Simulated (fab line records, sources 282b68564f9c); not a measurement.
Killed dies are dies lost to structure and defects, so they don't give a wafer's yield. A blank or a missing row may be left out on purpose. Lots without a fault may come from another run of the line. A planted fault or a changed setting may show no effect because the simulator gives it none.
Problem report in the 8D (eight disciplines) form, filled by code | flow rit_cmos | the parts of the form that need people (team, actions taken, sign-off) are left out

1. THE PROBLEM
M1_AL_RS at RIT_M1_RS_MEAS_01 reads a mean of 0.1179 ohm/sq on 2 wafers of 2 lots; wafers without a fault read 0.0734 ohm/sq with a standard deviation of 0.00065. That is +68 standard deviations from the usual mean.
The step: measures by four-point-probe.
First seen on wafer L275.1, day 4 22:11, on film_metro-03. The record holds 39 wafers of 13 lots with a number at this step. Rule for "out", or "out of limits": more than 4 standard deviations from the usual mean. The other wafers with a number count as sound.

2. WHAT IT IS AND WHAT IT IS NOT
question                    | is                           | is not
which readings at this step | M1_AL_RS                     | -
which lots                  | L275, L277                   | L267, L268, L269, L270, L271, L280, L282, L284, L286, L288, L290
which wafers of those lots  | L275.1, L277.2               | L275.2, L275.5, L277.1, L277.5
read on which gauges        | film_metro-01, film_metro-03 | film_metro-02
when                        | from day 4 22:11             | up to then (17 sound wafers); but 20 sound wafers of L277, L280, L282, L284, L286, L288, L290 came after

3. SUSPECTS, AND WHAT RULES EACH OUT
Counting: a tool at a process step up to the reading stays a suspect if it ran every lot that is out. Sound lots after the first of them don't rule it out here, since some wafers of a struck lot are sound.
- the gauge at RIT_M1_RS_MEAS_01: ruled out. The wafers that are out were read on 2 gauges (film_metro-01, film_metro-03).
- pvd_sputter-04 at RIT_M1_SPUTTER_00 (material Al, target thk 400 nm, time 500 s): kept. It ran every lot that is out, first L275 (day 4 21:53); its last sound lot up to then is L271 (day 4 01:50).
Left after counting: pvd_sputter-04 at RIT_M1_SPUTTER_00.

4. THE CAUSE (what the simulator had put in)
Process parameter drift: pvd_sputter-04, from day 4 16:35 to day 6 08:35, at RIT_M1_SPUTTER_00. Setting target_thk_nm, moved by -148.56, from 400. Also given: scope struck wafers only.
Counting left only this tool.

5. THE CHAIN OF EFFECTS, in route order
Each row: a reading whose mean over the struck wafers that have a number lies more than 3 standard deviations from the usual. Only readings for which the record gives a usual standard deviation are gone through. hours: the time from each lot's start at the first step in this table that gives one to its start at this step, as a median over the lots. sigmas: the change in usual standard deviations.
hours | step                 | reading        | usual         | on struck wafers | change  | sigmas
0     | RIT_M1_RS_MEAS_01    | M1_AL_RS       | 0.0734 ohm/sq | 0.1179           | +0.0445 | +68
5     | RIT_M1_THK_MEAS_02   | M1_AL_THK      | 408 nm        | 259              | -149    | -39
9     | RIT_M1_METAL_ETCH_12 | oes_product_au | 0.776 a.u.    | 0.623            | -0.153  | -11
The process steps in it:
- RIT_M1_METAL_ETCH_12: etches Al in Cl2/BCl3, stops on SiO2, time 165 s, target depth 600 nm.

6. WHAT WOULD HAVE CAUGHT IT SOONER
In this record the first reading out of limits at a measuring or inspecting step was taken at day 4 22:11, 6 hours after the fault began at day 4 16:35.
Of the tool readings at RIT_M1_SPUTTER_00 for which the record gives a usual standard deviation, none was out on any struck wafer, so an alarm limit of 4 standard deviations on them would not have fired.
Of the lots that are out (2), L277 began RIT_M1_SPUTTER_00 on pvd_sputter-04 after day 4 22:11. A hold on the tool at that time would have spared it.
